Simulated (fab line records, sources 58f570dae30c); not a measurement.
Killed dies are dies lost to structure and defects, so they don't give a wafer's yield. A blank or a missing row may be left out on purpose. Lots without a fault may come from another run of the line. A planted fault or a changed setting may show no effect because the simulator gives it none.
Split-lot experiment | flow berkeley_cmos170 | 5 lots, 23 wafers read, on a route of 331 steps

THE SPLIT
At UCB170_ACTIVE_OXIDATION_02 (target thk 26.4 nm, ox time 1260 s), the setting temp_c was moved away from the recipe's 1000 C on 20 of the 23 wafers read, by -2.5% to +2.6%. The other wafers ran this setting at the recipe's value.

The file shows no step between the split and the reading.

THE READING
ACTIVE_OXIDE_THK, in nm, at UCB170_ACTIVE_THK_MEAS_03. Fault-free wafers of this fab line usually give 26.4 nm, standard deviation 0.39 nm.

wafer  | tool, chamber at the split | temp_c as run, C | against the recipe | ACTIVE_OXIDE_THK, nm | against lot-mates on the recipe
L075.1 | -, -                       | 1014             | +1.4%              | 29.8                 | no lot-mate on the recipe
L075.2 | -, -                       | 1014             | +1.4%              | 29.9                 | no lot-mate on the recipe
L075.3 | -, -                       | 1014             | +1.4%              | 29.8                 | no lot-mate on the recipe
L075.4 | -, -                       | 1014             | +1.4%              | 29.8                 | no lot-mate on the recipe
L075.5 | -, -                       | 1014             | +1.4%              | 30.2                 | no lot-mate on the recipe
L076.1 | -, -                       | 1026             | +2.6%              | 33.0                 | no lot-mate on the recipe
L076.2 | -, -                       | 1026             | +2.6%              | 33.0                 | no lot-mate on the recipe
L076.3 | -, -                       | 1026             | +2.6%              | 33.3                 | no lot-mate on the recipe
L076.4 | -, -                       | 1026             | +2.6%              | 33.0                 | no lot-mate on the recipe
L076.6 | -, -                       | 1026             | +2.6%              | 33.4                 | no lot-mate on the recipe
L079.1 | -, -                       | 1021             | +2.1%              | 32.4                 | no lot-mate on the recipe
L079.2 | -, -                       | 1021             | +2.1%              | 32.0                 | no lot-mate on the recipe
L079.4 | -, -                       | 1021             | +2.1%              | 32.0                 | no lot-mate on the recipe
L079.5 | -, -                       | 1021             | +2.1%              | 31.7                 | no lot-mate on the recipe
L079.6 | -, -                       | 1021             | +2.1%              | 32.5                 | no lot-mate on the recipe
L078.2 | furnace-03, 0              | 1000             | recipe             | 26.2                 | -
L078.4 | furnace-03, 0              | 1000             | recipe             | 26.7                 | -
L078.5 | furnace-03, 0              | 1000             | recipe             | 26.2                 | -
L082.1 | -, -                       | 974.7            | -2.5%              | 20.2                 | no lot-mate on the recipe
L082.2 | -, -                       | 974.7            | -2.5%              | 20.1                 | no lot-mate on the recipe
L082.3 | -, -                       | 974.7            | -2.5%              | 20.2                 | no lot-mate on the recipe
L082.4 | -, -                       | 974.7            | -2.5%              | 19.9                 | no lot-mate on the recipe
L082.6 | -, -                       | 974.7            | -2.5%              | 20.8                 | no lot-mate on the recipe

THE FIT
A straight line over all 23 wafers: ACTIVE_OXIDE_THK changes by +2.53 nm for each +1% of temp_c; r = +1.00; the points scatter about the line by 0.31 nm.
Too few moved wafers have a lot-mate on the recipe to fit a line with each lot's own level taken away.

THE WHOLE CHAIN: every reading that the file lists as answering this split, in the file's order
step                       | what it does                       | reading                                                                             | change (the file's fit)              | r (the file's)
UCB170_ACTIVE_OXIDATION_02 | target thk 26.4 nm, ox time 1260 s | SiO2_of_ACTIVE_OXIDATION_02.thk_nm (the simulator's own value, which no gauge read) | +2.53 nm for each +1% of the setting | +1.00
UCB170_ACTIVE_THK_MEAS_03  |                                    | ACTIVE_OXIDE_THK                                                                    | +2.53 for each +1% of the setting    | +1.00

THE FILE'S OWN FIT
ACTIVE_OXIDE_THK changes by +2.53 nm for each +1% of temp_c, r = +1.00.
